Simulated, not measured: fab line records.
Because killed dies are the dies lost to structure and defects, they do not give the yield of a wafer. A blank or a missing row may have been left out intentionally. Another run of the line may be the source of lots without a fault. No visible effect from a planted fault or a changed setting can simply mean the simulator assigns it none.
fab line records	flow berkeley-cmos170
[record] lots = 6	wafers = 18	last-day = 13
route steps=331 shown GATE@142 PLDD@145 NLDD@158 SPACER@171 PSD@175 M3@331
lots that met no fault: from a run of the same line without faults
start-h: start of the lot's first displayed wafer, in hours after the record's first day	wait-h: hours from the lot's prior step to this one	" the same as in the row above	L1.1+2: a row that stands for several wafers	- value missing, or start not given	* or withheld: withheld	< > ~ a bound
route shown NAME@n: names a module that has steps shown in the file, with the first one's number in the route	usual: mean/standard deviation taken from wafers without a fault	same: alike in all rows	chamber/n: place in a boat	sites: each site's reading	_std_site: their standard deviation	_edge_site: inner sites' mean taken away from outer sites' mean	radius-mm: for every site, how far away it sits from the centre of the wafer	mask NAME#n: copy n	behind: the last tool/chamber to shape the wafer	hold: why the lot was held/for how many hours/how that ended	device: the transistor (n, p or np) that didn't switch	end of line: tests run on the same wafers once the route is complete	for a step that has no rows: nothing shown but its recipe	killed: dies lost to structure and defects at the first sort, not the wafer's yield	map: shows each die of a wafer: x if killed, . if not, _ if none is there
set.NAME: the setting the step ran with; set.NAME@STEP: the setting that earlier step ran with	model.NAME: the simulator's own value behind a step, which no gauge read
lots at selected steps of the route; one table per step, one row per wafer
services: the hour from which a tool's chamber was out of use, counted from the record's first day as start-h (under 0 if before that day), plus the number of hours and why
[[steps]]
[step UCB170_GATE_STRIP_16]
[recipe] chemistry = O2	power-w = 400	pressure-mtorr = 3500	platen-temp-c = withheld	o2-flow-sccm = 400	overash-fraction = 0.5
[usual] drypump-motor-current-A = 5.5/0.37	oes-product-au = 0.724/0.0047
lot.wafer	tool	chamber	start-h	wait-h	drypump-motor-current-A	oes-product-au	rf-hours-counter-h
L762.1	plasma-asher-01	0	151.49	0.0	5.0	0.728	42
L762.3	"	1	"	"	5.6	0.721	-
L762.6	"	1	"	"	5.6	0.725	-
L766.1	plasma-asher-01	0	166.52	0.0	5.0	0.726	44
L766.2	"	1	"	"	5.6	0.729	44
L766.4	"	0	"	"	5.0	0.716	-
L768.3	plasma-asher-03	1	184.44	0.1	5.1	0.726	-
L768.4	"	0	"	"	5.7	0.726	-
L768.5	"	1	"	"	5.0	0.726	-
L778.1	plasma-asher-04	0	244.42	0.0	6.1	0.723	15
L778.4	"	1	"	"	5.5	0.728	-
L778.6	"	1	"	"	5.5	0.712	-
L780.1	plasma-asher-03	0	244.86	0.0	5.8	0.726	47
L780.3	"	1	"	"	5.1	0.720	-
L780.5	"	1	"	"	5.1	0.733	-
L781.2	plasma-asher-01	0	261.97	0.0	5.0	0.722	54
L781.3	"	1	"	"	5.6	0.723	-
L781.4	"	0	"	"	5.0	0.725	-
[step UCB170_GATE_CD_MEAS_90]
[recipe] target-cd-nm = 350
[usual] cd-nm = 350.1/1.5
lot.wafer	tool	chamber	start-h	wait-h	cd-nm
L762.1	cd-sem-01	-	151.63	0.1	349.8
L762.3	"	-	"	"	348.9
L762.6	"	-	"	"	350.3
L766.1	cd-sem-02	-	166.62	0.1	349.4
L766.2	"	-	"	"	348.5
L766.4	"	-	"	"	348.0
L768.3	cd-sem-01	-	184.92	0.4	347.8
L768.4	"	-	"	"	346.0
L768.5	"	-	"	"	348.1
L778.1	cd-sem-02	-	244.52	0.1	350.5
L778.4	"	-	"	"	350.9
L778.6	"	-	"	"	350.2
L780.1	cd-sem-01	-	244.96	0.1	351.6
L780.3	"	-	"	"	351.0
L780.5	"	-	"	"	350.6
L781.2	cd-sem-02	-	262.09	0.1	351.8
L781.3	"	-	"	"	350.8
L781.4	"	-	"	"	350.3
[step UCB170_GATE_CLEAN_17]
[recipe] chemistry = SPM	temp-c = 120	time-s = 600
[step UCB170_PLDD_HMDS_00]
[recipe] prime-time-s = 60	prime-temp-c = 100
[step UCB170_PLDD_COAT_01]
[recipe] resist = KrF	spin-rpm = 1500	resist-thk-nm = 900
[step UCB170_PLDD_SOFTBAKE_02]
[recipe] resist = KrF	temp-c = 130	time-s = 60
[step UCB170_PLDD_EXPOSE_03]
[recipe] mask-id = PSELECT	na = 0.5	sigma-outer = 0.6	source-shape = conventional	target-cd-nm = 1200	dose-mj = 30
[step UCB170_PLDD_PEB_04]
[recipe] peb-temp-c = 130	peb-time-s = withheld	resist = KrF
[step UCB170_PLDD_DEVELOP_05]
[recipe] developer = TMAH	develop-time-s = 45	resist = KrF	dev-temp-c = 21
[step UCB170_PLDD_CD_MEAS_06]
[recipe] target-cd-nm = 1200
[usual] cd-nm = 1200.5/1.6
lot.wafer	tool	chamber	start-h	wait-h	cd-nm
L762.1	cd-sem-01	-	153.74	-	1202.5
L762.3	"	-	"	"	1201.2
L762.6	"	-	"	"	1201.6
L766.1	cd-sem-02	-	168.61	-	1199.3
L766.2	"	-	"	"	1198.6
L766.4	"	-	"	"	1196.9
L768.3	cd-sem-01	-	186.58	-	1201.7
L768.4	"	-	"	"	1200.9
L768.5	"	-	"	"	1201.6
L778.1	cd-sem-01	-	246.33	-	1200.1
L778.4	"	-	"	"	1199.4
L778.6	"	-	"	"	1201.6
L780.1	cd-sem-01	-	246.89	-	1201.8
L780.3	"	-	"	"	1201.7
L780.5	"	-	"	"	1202.0
L781.2	cd-sem-02	-	263.56	-	1201.2
L781.3	"	-	"	"	1200.7
L781.4	"	-	"	"	1200.3
[step UCB170_PLDD_OVL_MEAS_07]
[usual] PLDD_OVL = 8/4.8
lot.wafer	tool	chamber	start-h	wait-h	PLDD_OVL[nm]
L762.1	overlay-01	-	153.86	0.1	16
L762.3	"	-	"	"	18
L762.6	"	-	"	"	23
L766.1	overlay-02	-	168.73	0.1	8
L766.2	"	-	"	"	0
L766.4	"	-	"	"	5
L768.3	overlay-02	-	186.67	0.1	5
L768.4	"	-	"	"	9
L768.5	"	-	"	"	16
L778.1	overlay-02	-	246.48	0.1	8
L778.4	"	-	"	"	-3
L778.6	"	-	"	"	1
L780.1	overlay-02	-	247.01	0.1	1
L780.3	"	-	"	"	-1
L780.5	"	-	"	"	5
L781.2	overlay-01	-	263.67	0.1	5
L781.3	"	-	"	"	14
L781.4	"	-	"	"	15
[step UCB170_PLDD_IMPLANT_08]
[recipe] species = BF2	dose-cm2 = 5e+13	energy-kev = 10	tilt-deg = 7	rotation-deg = 0
[step UCB170_PLDD_IMPLANT_09]
[recipe] species = BF2	dose-cm2 = 5e+13	energy-kev = 10	tilt-deg = 7	rotation-deg = 180
[usual] dose-ions-cm2 = 5.001e+13/5.4e+10	end-station-pressure-torr = 5.12e-06/2.5e-07	faraday-current-uA = 158.4/2.8
lot.wafer	tool	chamber	start-h	wait-h	dose-ions-cm2	end-station-pressure-torr	faraday-current-uA
L762.1	implanter-03	0	154.05	0.1	4.992e+13	4.82e-06	156.2
L762.3	"	0	"	"	4.995e+13	4.94e-06	150.8
L762.6	"	0	"	"	5.002e+13	5.21e-06	159.6
L766.1	implanter-04	0	168.92	0.1	5.006e+13	5.3e-06	158.8
L766.2	"	0	"	"	5.013e+13	4.69e-06	163.8
L766.4	"	0	"	"	5e+13	4.98e-06	158.6
L768.3	implanter-02	0	186.89	0.1	5.003e+13	5.39e-06	157.2
L768.4	"	0	"	"	5.007e+13	5.05e-06	157.7
L768.5	"	0	"	"	4.999e+13	4.77e-06	157.0
L778.1	implanter-02	0	246.67	0.1	3.354e+13	5.08e-06	108.4
L778.4	"	0	"	"	3.346e+13	5.28e-06	105.8
L778.6	"	0	"	"	3.343e+13	4.96e-06	107.6
L780.1	implanter-02	0	247.20	0.1	3.356e+13	4.82e-06	105.2
L780.3	"	0	"	"	3.358e+13	5.21e-06	106.8
L780.5	"	0	"	"	3.355e+13	5.34e-06	103.8
L781.2	implanter-04	0	263.87	0.1	5.005e+13	5.22e-06	160.4
L781.3	"	0	"	"	5.009e+13	5.47e-06	156.8
L781.4	"	0	"	"	5.008e+13	4.69e-06	156.8
[step UCB170_PLDD_STRIP_10]
[recipe] chemistry = O2	power-w = 400	pressure-mtorr = 3500	platen-temp-c = withheld	o2-flow-sccm = 400	overash-fraction = 0.5
[usual] drypump-motor-current-A = 5.9/0.5	oes-product-au = 0.735/0.0045	strip-time-to-endpoint-s = 21.64/0.073
lot.wafer	tool	chamber	start-h	wait-h	drypump-motor-current-A	oes-product-au	rf-hours-counter-h	strip-time-to-endpoint-s
L762.1	plasma-asher-04	0	154.20	0.1	6.0	0.734	5	21.59
L762.3	"	0	"	"	6.1	0.737	-	21.58
L762.6	"	0	"	"	6.1	0.738	-	21.61
L766.1	plasma-asher-03	0	169.07	0.1	5.7	0.732	39	21.75
L766.2	"	1	"	"	5.1	0.731	39	21.72
L766.4	"	0	"	"	5.7	0.730	-	21.76
L768.3	plasma-asher-02	1	187.03	0.1	6.1	0.741	-	21.53
L768.4	"	0	"	"	6.7	0.741	-	21.53
L768.5	"	1	"	"	6.1	0.742	-	21.52
L778.1	plasma-asher-04	1	246.82	0.1	5.5	0.727	15	21.73
L778.4	"	0	"	"	6.1	0.732	-	21.71
L778.6	"	0	"	"	6.1	0.734	-	21.65
L780.1	plasma-asher-02	0	247.35	0.1	6.7	0.739	52	21.65
L780.3	"	0	"	"	6.7	0.736	-	21.59
L780.5	"	0	"	"	6.8	0.734	-	21.61
L781.2	plasma-asher-04	1	264.00	0.1	5.5	0.730	17	21.57
L781.3	"	0	"	"	6.1	0.741	-	21.56
L781.4	"	1	"	"	5.5	0.734	-	21.59
[step UCB170_PLDD_TW_MEAS_11]
[usual] PLDD_TW = 1014/5
lot.wafer	tool	chamber	start-h	wait-h	PLDD_TW
L762.1	film-metro-01	-	154.60	0.4	1022
L762.3	"	-	"	"	1019
L762.6	"	-	"	"	1017
L766.1	film-metro-03	-	169.17	0.1	1011
L766.2	"	-	"	"	1009
L766.4	"	-	"	"	1009
L768.3	film-metro-03	-	187.11	0.1	1011
L768.4	"	-	"	"	1010
L768.5	"	-	"	"	1013
L778.1	film-metro-03	-	246.92	0.1	954
L778.4	"	-	"	"	952
L778.6	"	-	"	"	951
L780.1	film-metro-03	-	247.45	0.1	954
L780.3	"	-	"	"	949
L780.5	"	-	"	"	947
L781.2	film-metro-03	-	264.11	0.1	1005
L781.3	"	-	"	"	1011
L781.4	"	-	"	"	1003
[step UCB170_PLDD_CLEAN_12]
[recipe] chemistry = SPM	temp-c = 120	time-s = 600
[step UCB170_NLDD_HMDS_00]
[recipe] prime-time-s = 60	prime-temp-c = 100
[step UCB170_NLDD_COAT_01]
[recipe] resist = KrF	spin-rpm = 1500	resist-thk-nm = 900
[step UCB170_NLDD_SOFTBAKE_02]
[recipe] resist = KrF	temp-c = 130	time-s = 60
[step UCB170_NLDD_EXPOSE_03]
[recipe] mask-id = NSELECT	na = 0.5	sigma-outer = 0.6	source-shape = conventional	target-cd-nm = 1200	dose-mj = 30
[step UCB170_NLDD_PEB_04]
[recipe] peb-temp-c = 130	peb-time-s = withheld	resist = KrF
[step UCB170_NLDD_DEVELOP_05]
[recipe] developer = TMAH	develop-time-s = 45	resist = KrF	dev-temp-c = 20.13
[step UCB170_NLDD_CD_MEAS_06]
[recipe] target-cd-nm = 1200
[usual] cd-nm = 1200.1/1.4
lot.wafer	tool	chamber	start-h	wait-h	cd-nm
L762.1	cd-sem-02	-	156.12	-	1200.4
L762.3	"	-	"	"	1203.0
L762.6	"	-	"	"	1200.6
L766.1	cd-sem-02	-	171.24	-	1200.5
L766.2	"	-	"	"	1199.3
L766.4	"	-	"	"	1200.5
L768.3	cd-sem-01	-	189.50	-	1201.4
L768.4	"	-	"	"	1200.1
L768.5	"	-	"	"	1199.5
L778.1	cd-sem-02	-	248.54	-	1201.1
L778.4	"	-	"	"	1199.9
L778.6	"	-	"	"	1201.5
L780.1	cd-sem-01	-	248.78	-	1202.4
L780.3	"	-	"	"	1202.2
L780.5	"	-	"	"	1202.5
L781.2	cd-sem-01	-	265.60	-	1197.9
L781.3	"	-	"	"	1198.1
L781.4	"	-	"	"	1199.9
[step UCB170_NLDD_OVL_MEAS_07]
[usual] NLDD_OVL = 2/6.2
lot.wafer	tool	chamber	start-h	wait-h	NLDD_OVL[nm]
L762.1	overlay-01	-	156.24	0.1	-4
L762.3	"	-	"	"	5
L762.6	"	-	"	"	-9
L766.1	overlay-01	-	171.36	0.1	9
L766.2	"	-	"	"	1
L766.4	"	-	"	"	2
L768.3	overlay-02	-	189.60	0.1	-7
L768.4	"	-	"	"	-3
L768.5	"	-	"	"	-4
L778.1	overlay-02	-	248.66	0.1	-8
L778.4	"	-	"	"	9
L778.6	"	-	"	"	-5
L780.1	overlay-02	-	248.90	0.1	3
L780.3	"	-	"	"	-7
L780.5	"	-	"	"	2
L781.2	overlay-02	-	265.71	0.1	3
L781.3	"	-	"	"	6
L781.4	"	-	"	"	-8
[step UCB170_NLDD_IMPLANT_08]
[recipe] species = As	dose-cm2 = 5e+13	energy-kev = 30	tilt-deg = 7	rotation-deg = 0
[step UCB170_NLDD_IMPLANT_09]
[recipe] species = As	dose-cm2 = 5e+13	energy-kev = 30	tilt-deg = 7	rotation-deg = 180
[step UCB170_NLDD_STRIP_10]
[recipe] chemistry = O2	power-w = 400	pressure-mtorr = 3500	platen-temp-c = withheld	o2-flow-sccm = 400	overash-fraction = 0.5
[usual] drypump-motor-current-A = 5.7/0.57	oes-product-au = 0.734/0.0048	strip-time-to-endpoint-s = 21.65/0.066
lot.wafer	tool	chamber	start-h	wait-h	drypump-motor-current-A	oes-product-au	rf-hours-counter-h	strip-time-to-endpoint-s
L762.1	plasma-asher-01	0	156.58	0.1	4.9	0.738	43	21.64
L762.3	"	1	"	"	5.6	0.729	-	21.68
L762.6	"	0	"	"	5.0	0.731	-	21.65
L766.1	plasma-asher-02	0	171.69	0.1	6.7	0.736	44	21.71
L766.2	"	1	"	"	6.1	0.735	44	21.67
L766.4	"	1	"	"	6.0	0.735	-	21.67
L768.3	plasma-asher-02	1	189.95	0.1	6.0	0.740	-	21.67
L768.4	"	0	"	"	6.7	0.738	-	21.71
L768.5	"	0	"	"	6.7	0.735	-	21.67
L778.1	plasma-asher-02	1	249.00	0.1	6.1	0.734	52	21.62
L778.4	"	0	"	"	6.7	0.729	-	21.63
L778.6	"	0	"	"	6.7	0.744	-	21.61
L780.1	plasma-asher-03	0	249.24	0.1	5.8	0.739	47	21.62
L780.3	"	1	"	"	5.1	0.734	-	21.67
L780.5	"	0	"	"	5.8	0.735	-	21.58
L781.2	plasma-asher-03	1	266.04	0.1	5.1	0.738	49	21.61
L781.3	"	1	"	"	5.1	0.735	-	21.72
L781.4	"	0	"	"	5.8	0.739	-	21.67
[step UCB170_NLDD_TW_MEAS_11]
[usual] NLDD_TW = 2220/14
lot.wafer	tool	chamber	start-h	wait-h	NLDD_TW
L762.1	film-metro-01	-	156.68	0.1	2229
L762.3	"	-	"	"	2241
L762.6	"	-	"	"	2240
L766.1	film-metro-04	-	171.79	0.1	2228
L766.2	"	-	"	"	2238
L766.4	"	-	"	"	2225
L768.3	film-metro-03	-	190.04	0.1	2228
L768.4	"	-	"	"	2221
L768.5	"	-	"	"	2224
L778.1	film-metro-01	-	249.10	0.1	2232
L778.4	"	-	"	"	2225
L778.6	"	-	"	"	2237
L780.1	film-metro-03	-	249.34	0.1	2206
L780.3	"	-	"	"	2197
L780.5	"	-	"	"	2211
L781.2	film-metro-03	-	266.15	0.1	2227
L781.3	"	-	"	"	2213
L781.4	"	-	"	"	2216
[step UCB170_NLDD_CLEAN_12]
[recipe] chemistry = SPM	temp-c = 120	time-s = 600
[step UCB170_SPACER_CVD_00]
[recipe] material = SiO2	target-thk-nm = 376	temp-c = 390	precursor = TEOS/O2	time-s = 47	rf-w = 550	pressure-mtorr = 9000
[usual] heater-power-w = 274/58
lot.wafer	tool	chamber	start-h	wait-h	heater-power-w
L762.1	pecvd-04	0	156.93	0.0	357
L762.3	"	2	"	"	218
L762.6	"	2	"	"	230
L766.1	pecvd-04	0	172.03	0.0	356
L766.2	"	2	"	"	218
L766.4	"	1	"	"	301
L768.3	pecvd-01	2	190.91	0.0	199
L768.4	"	1	"	"	371
L768.5	"	0	"	"	332
L778.1	pecvd-02	2	249.33	0.0	241
L778.4	"	1	"	"	269
L778.6	"	0	"	"	272
L780.1	pecvd-02	0	249.86	0.0	195
L780.3	"	2	"	"	232
L780.5	"	2	"	"	245
L781.2	pecvd-01	1	266.39	0.0	339
L781.3	"	0	"	"	319
L781.4	"	2	"	"	211
[step UCB170_SPACER_THK_MEAS_01]
[recipe] reads = SiO2_of_SPACER_CVD_00
[usual] SPACER_TEOS_THK = 375/5.3
lot.wafer	tool	chamber	start-h	wait-h	SPACER_TEOS_THK[nm]
L762.1	film-metro-03	-	156.97	0.0	366
L762.3	"	-	"	"	369
L762.6	"	-	"	"	376
L766.1	film-metro-02	-	172.07	0.0	366
L766.2	"	-	"	"	371
L766.4	"	-	"	"	375
L768.3	film-metro-03	-	190.98	0.0	375
L768.4	"	-	"	"	382
L768.5	"	-	"	"	382
L778.1	film-metro-02	-	249.38	0.0	375
L778.4	"	-	"	"	380
L778.6	"	-	"	"	388
L780.1	film-metro-02	-	249.90	0.0	379
L780.3	"	-	"	"	373
L780.5	"	-	"	"	382
L781.2	film-metro-03	-	266.44	0.0	373
L781.3	"	-	"	"	374
L781.4	"	-	"	"	375
[step UCB170_SPACER_ANNEAL_02]
[recipe] temp-c = 900	time-s = 1800	ambient = N2
[step UCB170_SPACER_ETCHBACK_03]
[recipe] stop-on = Si	target = SiO2	chemistry = CHF3/CF4/Ar	CHF3_flow_sccm = 50	cf4-flow-sccm = 10	Ar_flow_sccm = 120	pressure-mtorr = 200	rf-w = 500	target-depth-a = 3760	time-s = 100
[usual] drypump-motor-current-A = 5.8/0.45	oes-product-au = 0.901/0.015	throttle-valve-pct = 6.46/0.11
lot.wafer	tool	chamber	start-h	wait-h	drypump-motor-current-A	oes-product-au	rf-hours-counter-h	throttle-valve-pct
L762.1	rie-diel-03	1	160.40	0.0	5.3	0.877	16	6.24
L762.3	"	2	"	"	6.0	0.916	134	6.25
L762.6	"	0	"	"	5.9	0.903	-	6.49
L766.1	rie-diel-04	1	176.36	0.0	6.5	0.889	33	6.43
L766.2	"	3	"	"	5.7	0.889	132	6.58
L766.4	"	0	"	"	6.0	0.898	12	6.38
L768.3	rie-diel-04	1	198.49	0.1	6.4	0.905	34	6.45
L768.4	"	3	"	"	5.7	0.912	134	6.58
L768.5	"	0	"	"	6.0	0.911	-	6.37
L778.1	rie-diel-02	3	254.26	0.0	4.8	0.903	92	6.51
L778.4	"	1	"	"	5.7	0.921	42	6.41
L778.6	"	2	"	"	6.1	0.896	-	6.55
L780.1	rie-diel-04	0	254.26	0.0	5.9	0.912	15	6.38
L780.3	"	2	"	"	5.9	0.898	133	6.51
L780.5	"	0	"	"	5.9	0.915	-	6.39
L781.2	rie-diel-02	1	272.39	0.0	5.7	0.902	43	6.43
L781.3	"	0	"	"	5.8	0.891	14	6.50
L781.4	"	0	"	"	5.8	0.892	-	6.51
[step UCB170_PSD_HMDS_00]
[recipe] prime-time-s = 60	prime-temp-c = 100
[step UCB170_PSD_COAT_01]
[recipe] resist = KrF	spin-rpm = 1500	resist-thk-nm = 900
[step UCB170_PSD_SOFTBAKE_02]
[recipe] resist = KrF	temp-c = 130	time-s = 60
[step UCB170_PSD_EXPOSE_03]
[recipe] mask-id = PSELECT_MOD	na = 0.5	sigma-outer = 0.6	source-shape = conventional	target-cd-nm = 1200	dose-mj = 30
[step UCB170_PSD_PEB_04]
[recipe] peb-temp-c = 130	peb-time-s = withheld	resist = KrF
[step UCB170_PSD_DEVELOP_05]
[recipe] developer = TMAH	develop-time-s = 45	resist = KrF	dev-temp-c = 21
[step UCB170_PSD_CD_MEAS_06]
[recipe] target-cd-nm = 1200
[usual] cd-nm = 1199.7/1.3
lot.wafer	tool	chamber	start-h	wait-h	cd-nm
L762.1	cd-sem-01	-	162.19	-	1199.4
L762.3	"	-	"	"	1200.3
L762.6	"	-	"	"	1200.6
L766.1	cd-sem-01	-	177.62	-	1198.1
L766.2	"	-	"	"	1198.9
L766.4	"	-	"	"	1197.6
L768.3	cd-sem-01	-	200.11	-	1200.4
L768.4	"	-	"	"	1199.9
L768.5	"	-	"	"	1200.5
L778.1	cd-sem-02	-	255.82	-	1197.9
L778.4	"	-	"	"	1196.9
L778.6	"	-	"	"	1197.6
L780.1	cd-sem-01	-	255.95	-	1199.8
L780.3	"	-	"	"	1198.5
L780.5	"	-	"	"	1198.8
L781.2	cd-sem-02	-	274.57	-	1199.9
L781.3	"	-	"	"	1200.0
L781.4	"	-	"	"	1200.9
[step UCB170_PSD_OVL_MEAS_07]
[usual] PSD_OVL = -1/5.4
lot.wafer	tool	chamber	start-h	wait-h	PSD_OVL[nm]
L762.1	overlay-01	-	162.31	0.1	2
L762.3	"	-	"	"	-2
L762.6	"	-	"	"	-6
L766.1	overlay-02	-	177.74	0.1	-3
L766.2	"	-	"	"	6
L766.4	"	-	"	"	7
L768.3	overlay-02	-	200.21	0.1	-6
L768.4	"	-	"	"	4
L768.5	"	-	"	"	-4
L778.1	overlay-02	-	255.94	0.1	-5
L778.4	"	-	"	"	0
L778.6	"	-	"	"	1
L780.1	overlay-01	-	256.07	0.1	-5
L780.3	"	-	"	"	-3
L780.5	"	-	"	"	-6
L781.2	overlay-02	-	274.67	0.1	1
L781.3	"	-	"	"	1
L781.4	"	-	"	"	-6
[step UCB170_PSD_IMPLANT_08]
[recipe] species = B	dose-cm2 = 3e+15	energy-kev = 20	tilt-deg = 7
[step UCB170_SDANNEAL_RS_MEAS_04]
[recipe] thk-meas-gauge = four-point-probe
[usual] PLDD_RS = 1030.8/2.6
lot.wafer	tool	chamber	start-h	wait-h	PLDD_RS[ohm/sq]
L762.1	film-metro-03	-	166.18	0.1	1030.4
L762.3	"	-	"	"	1029.6
L762.6	"	-	"	"	1032.5
L766.1	film-metro-01	-	182.64	0.1	1033.6
L766.2	"	-	"	"	1036.3
L766.4	"	-	"	"	1034.4
L768.3	film-metro-01	-	205.28	0.1	1026.4
L768.4	"	-	"	"	1028.6
L768.5	"	-	"	"	1026.5
L778.1	film-metro-04	-	259.31	0.1	1188.4
L778.4	"	-	"	"	1186.4
L778.6	"	-	"	"	1186.7
L780.1	film-metro-01	-	259.49	0.1	1190.1
L780.3	"	-	"	"	1189.4
L780.5	"	-	"	"	1194.0
L781.2	film-metro-04	-	278.84	0.1	1032.1
L781.3	"	-	"	"	1032.9
L781.4	"	-	"	"	1029.3
[step UCB170_M3_PROBE_99]
lot.wafer	tool	chamber	start-h	wait-h	model.etest.pldd.line-ohm-um	model.etest.pmos_0p6.r-on-ohm-um	model.etest.pmos_0p35.r-on-ohm-um	model.etest.pldd.rs-ohm-sq	model.etest.pmos-turned.drive-ua-um	model.etest.pmos_0p35.drive-ua-um	model.etest.pmos_0p35.off-log10-a-um	model.etest.pmos_0p35.isub-log10-a-um
L762.1	prober-01	-	192.79	0.1	1858	8564	4689	1092	297.3	285.1	-11.59	-8.231
L762.3	prober-01	-	192.89	0.2	1856	8376	4620	1094	305.3	290.6	-11.48	-8.218
L762.6	prober-01	-	193.04	0.2	1859	8567	4688	1117	296.8	282.9	-11.54	-8.242
L766.1	prober-01	-	204.41	0.1	1817	8391	4603	1102	295.5	285.9	-11.51	-8.255
L766.2	prober-01	-	204.46	0.1	1795	8359	4572	1104	301.7	290.6	-11.36	-8.201
L766.4	prober-01	-	204.56	0.2	1805	8551	4658	1106	296.2	286.1	-11.53	-8.194
L768.3	prober-01	-	227.03	0.2	1717	8433	4530	1027	302.5	290.3	-11.26	-8.185
L768.4	prober-01	-	227.08	0.2	1837	8548	4666	1112	300.4	283.4	-11.44	-8.217
L768.5	prober-01	-	227.13	0.2	1807	8563	4683	1089	298.2	284	-11.61	-8.206
L778.1	prober-01	-	285.03	0.1	2088	8662	4848	1298	287.1	274.7	-11.66	-8.442
L778.4	prober-01	-	285.18	0.2	2066	8676	4834	1291	287.9	276.4	-11.61	-8.512
L778.6	prober-01	-	285.28	0.2	2079	8745	4927	1305	288.2	275.7	-11.95	-8.476
L780.1	prober-02	-	285.69	0.1	2112	8648	4858	1298	285.7	273.5	-11.79	-8.434
L780.3	prober-02	-	285.79	0.2	2116	8601	4867	1307	286.3	275.7	-12.01	-8.448
L780.5	prober-02	-	285.89	0.2	2141	8646	4880	1319	285.1	273.1	-11.75	-8.511
L781.2	prober-01	-	300.33	0.1	1808	8483	4640	1092	298.2	283.9	-11.46	-8.183
L781.3	prober-01	-	300.38	0.2	1773	8326	4585	1099	304.4	290.4	-11.32	-8.194
L781.4	prober-01	-	300.43	0.2	1805	8399	4589	1085	302.8	288.9	-11.35	-8.156
// killed by level:class
L762.1 ACTIVE:area-etch=2 FIELD:geometric-particle:open=1 GATE:geometric-particle:open=1
L762.3 GATE:geometric-particle:open=2 WELLDRIVE:geometric-particle:open=1 SILICIDE:geometric-particle:short=1 V2:geometric-particle:open=1
L762.6 SACOX:geometric-particle:open=1 SPACER:geometric-particle:open=1
L766.1 SCREENOX:geometric-particle:open=1 GATE:geometric-particle:short=1 SPACER:geometric-particle:short=1 SPACER:geometric-particle:open=1 M3:geometric-particle:short=1
L766.2 START:geometric-particle:short=1 GATE:geometric-particle:short=1 SPACER:geometric-particle:open=1 SILICIDE:geometric-particle:open=1 SILICIDE:geometric-particle:short=1 CONTACT:geometric-particle:short=1 M2:geometric-particle:short=1
L766.4 GATE:geometric-particle:open=1 M1:geometric-particle:short=1 V2:geometric-particle:short=1
L768.4 V2:geometric-particle:open=2 GATE:geometric-particle:short=1 M2:geometric-particle:short=1
L768.5 WELLDRIVE:geometric-particle:short=1 FIELD:geometric-particle:short=1 PLDD:coat-microbubble-printed=1
L778.1 GATE:geometric-particle:open=2 SPACER:geometric-particle:open=1 V1:geometric-particle:short=1 ACTIVE:area-etch=1
L778.4 SPACER:geometric-particle:open=1 SILICIDE:geometric-particle:short=1
L778.6 WELLDRIVE:geometric-particle:open=2 SACOX:geometric-particle:open=2 START:geometric-particle:open=1 SILICIDE:geometric-particle:short=1 M3:geometric-particle:short=1
L781.2 SACOX:geometric-particle:short=1 GATE:geometric-particle:short=1 M3:geometric-particle:short=1 PVT:coat-microbubble-printed=1
L781.3 GATE:geometric-particle:open=1 SPACER:geometric-particle:open=1 V2:geometric-particle:open=1
L781.4 ACTIVE:area-etch=5 FIELD:geometric-particle:short=1 M3:geometric-particle:short=1
[[services]]
tool	chamber	start-h	hours	kind
plasma-asher-03	-	131.13	5.6	repair
rie-diel-03	3	137.98	8.4	repair
rie-diel-02	0	148.50	18.0	repair
implanter-04	-	150.00	4.1	pm
rie-diel-02	-	152.78	0.6	repair
implanter-03	-	186.49	3.3	repair
plasma-asher-01	-	186.51	3.5	repair
implanter-02	-	200.41	6.6	repair
rie-diel-04	3	209.42	2.7	repair
implanter-03	-	211.38	1.7	repair
pecvd-04	-	212.87	5.5	pm
implanter-02	-	218.01	5.5	repair
rie-diel-03	2	223.10	16.4	repair
pecvd-02	0	227.20	5.4	repair
pecvd-04	2	242.29	42.4	repair
pecvd-04	-	242.50	14.0	pm
rie-diel-02	2	243.03	4.0	repair
rie-diel-04	3	246.54	-	clean
rie-diel-04	3	246.54	20.4	scheduled-down
rie-diel-04	3	246.54	20.4	vent-cycle
rie-diel-03	-	258.88	0.2	repair
implanter-03	-	261.48	4.9	pm
rie-diel-04	2	266.99	-	clean
rie-diel-02	2	269.27	8.1	repair
[[key]]
[first-sign] step = UCB170_PLDD_IMPLANT_09	reading = dose-ions-cm2	direction = down	sigmas = 99+	usual = 5.001e+13	struck = 3.352e+13
[effect] step = UCB170_PLDD_IMPLANT_09	reading = faraday-current-uA	direction = down	sigmas = 19	usual = 158.4	struck = 106.3
[effect] step = UCB170_PLDD_TW_MEAS_11	reading = PLDD_TW	direction = down	sigmas = 12	usual = 1014	struck = 951
[effect] step = UCB170_SDANNEAL_RS_MEAS_04	reading = PLDD_RS	direction = up	sigmas = 62	usual = 1030.8	struck = 1189.2
[model-effect] step = UCB170_M3_PROBE_99	value = etest.pldd.line-ohm-um	without = 1806	struck = 2100
met-at UCB170_PLDD_IMPLANT_09
struck-wafers L778.1,L778.4,L778.6,L780.1,L780.3,L780.5
sort-left-out L780.1,L780.3,L780.5
tester-left-out L778,L780
onset-between 186.89 246.67
[fault] kind = process-parameter-drift	tool = implanter-02	chamber = -	onset-h = 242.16	steps = UCB170_PLDD_IMPLANT_09	channel = dose-cm2	offset = -1.65e+13	shape = step	end-h = 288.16	acts-in = these-recipes-only	stated = 5e+13
// tester-left-out: of these lots the tester's yield and bins aren't shown, on N5 and GAA mostly nor the transistor test; their killed dies are dies lost to structure and defects alone, not to doping, threshold or leakage, so they don't give the yield
// sort-left-out: the simulated sort isn't trusted on such a fault, so these wafers' sort isn't shown, and their yield isn't known
